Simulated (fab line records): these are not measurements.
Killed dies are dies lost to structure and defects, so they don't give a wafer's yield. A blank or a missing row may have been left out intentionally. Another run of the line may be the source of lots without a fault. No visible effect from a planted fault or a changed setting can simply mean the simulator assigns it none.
Commonality check across tools | flow rit cmos | 39 wafers sampled across 13 lots

REASON IT WAS OPENED
Of 13 lots, 1 have the reading NWELL_TW flagged at RIT_NWELL_TW_MEAS_10. Fault-free wafers read 2149, with a standard deviation of 30.
Rule: a lot is flagged when every wafer of it that has a number lies more than 4 standard deviations from that mean, or none has a number. As for the other lots, they are considered sound.

lot  | measured    | on            | NWELL_TW, wafer by wafer | flag
L678 | day 2 03:28 | film metro-03 | 2178 2168 2183           |
L681 | day 2 19:40 | film metro-03 | 2165 2181 2171           |
L683 | day 3 09:06 | film metro-03 | 2157 2171 2164           |
L684 | day 3 11:43 | film metro-02 | 30 30 30                 | FLAGGED
L686 | day 3 23:37 | film metro-03 | 2163 2161 2168           |
L690 | day 4 16:49 | film metro-02 | 2149 2161 2148           |
L694 | day 5 14:14 | film metro-01 | 2105 2099 2113           |
L695 | day 5 21:32 | film metro-03 | 2164 2168 2170           |
L696 | day 6 02:55 | film metro-03 | 2181 2177 2175           |
L697 | day 6 09:03 | film metro-03 | 2182 2175 2179           |
L698 | day 6 14:35 | film metro-03 | 2194 2190 2174           |
L699 | day 6 19:34 | film metro-03 | 2180 2177 2186           |
L700 | day 7 04:01 | film metro-01 | 2105 2113 2094           |
The mean of the flagged lots' numbers is 30, -2119 from the usual (-71 standard deviations).

WHICH TOOL RAN EACH LOT
The record holds 1 process step before the reading, out of a route of 202 steps. Cell contents, in order: the tool; ch with the chambers the sampled wafers went through; the start.
lot  | flag    | RIT_NWELL_EXPOSE_03
L678 |         | iline stepper-02 ch 0, day 2 02:26
L681 |         | iline stepper-01 ch 0, day 2 18:38
L683 |         | iline stepper-01 ch 0, day 3 08:05
L684 | FLAGGED | iline stepper-02 ch 0, day 3 10:41
L686 |         | iline stepper-02 ch 0, day 3 22:35
L690 |         | iline stepper-01 ch 0, day 4 15:47
L694 |         | iline stepper-02 ch 0, day 5 13:13
L695 |         | iline stepper-01 ch 0, day 5 20:30
L696 |         | iline stepper-01 ch 0, day 6 01:53
L697 |         | iline stepper-02 ch 0, day 6 08:01
L698 |         | iline stepper-02 ch 0, day 6 13:33
L699 |         | iline stepper-01 ch 0, day 6 18:32
L700 |         | iline stepper-02 ch 0, day 7 02:59
What is done by these steps:
- RIT_NWELL_EXPOSE_03: exposes mask M2, target cd 43900 nm.
- RIT_NWELL_TW_MEAS_10

FLAGGED OVER TOTAL, TOOL BY TOOL (the gauges that took the reading come last)
step                 | tool             | lots run | flagged | share of the flagged lots | sound lots run after its first flagged lot
RIT_NWELL_EXPOSE_03  | iline stepper-01 | 6        | 0       | none                      | -
RIT_NWELL_EXPOSE_03  | iline stepper-02 | 7        | 1       | all                       | 5 (L686,L694,L697,L698,L700)
RIT_NWELL_TW_MEAS_10 | film metro-01    | 2        | 0       | none                      | -
RIT_NWELL_TW_MEAS_10 | film metro-02    | 2        | 1       | all                       | 1 (L690)
RIT_NWELL_TW_MEAS_10 | film metro-03    | 9        | 0       | none                      | -

WHAT THE TABLE ALLOWS
Every flagged lot went through 2 rows of the table: iline stepper-02 at RIT_NWELL_EXPOSE_03 and film metro-02 at RIT_NWELL_TW_MEAS_10.
- iline stepper-02 at RIT_NWELL_EXPOSE_03 ran 7 lots, 1 of them flagged. Sound lots followed the first flagged one (L686, L694, L697, L698, L700) on it, something a lasting fault affecting the whole tool could not allow.
- film metro-02 at RIT_NWELL_TW_MEAS_10 ran 2 lots, 1 of them flagged. Sound lots followed the first flagged one (L690) on it, something a lasting fault affecting the whole tool could not allow.
Every row of the table either missed a flagged lot or ran a sound lot after the first.

WHAT THE SIMULATOR HAD INSERTED
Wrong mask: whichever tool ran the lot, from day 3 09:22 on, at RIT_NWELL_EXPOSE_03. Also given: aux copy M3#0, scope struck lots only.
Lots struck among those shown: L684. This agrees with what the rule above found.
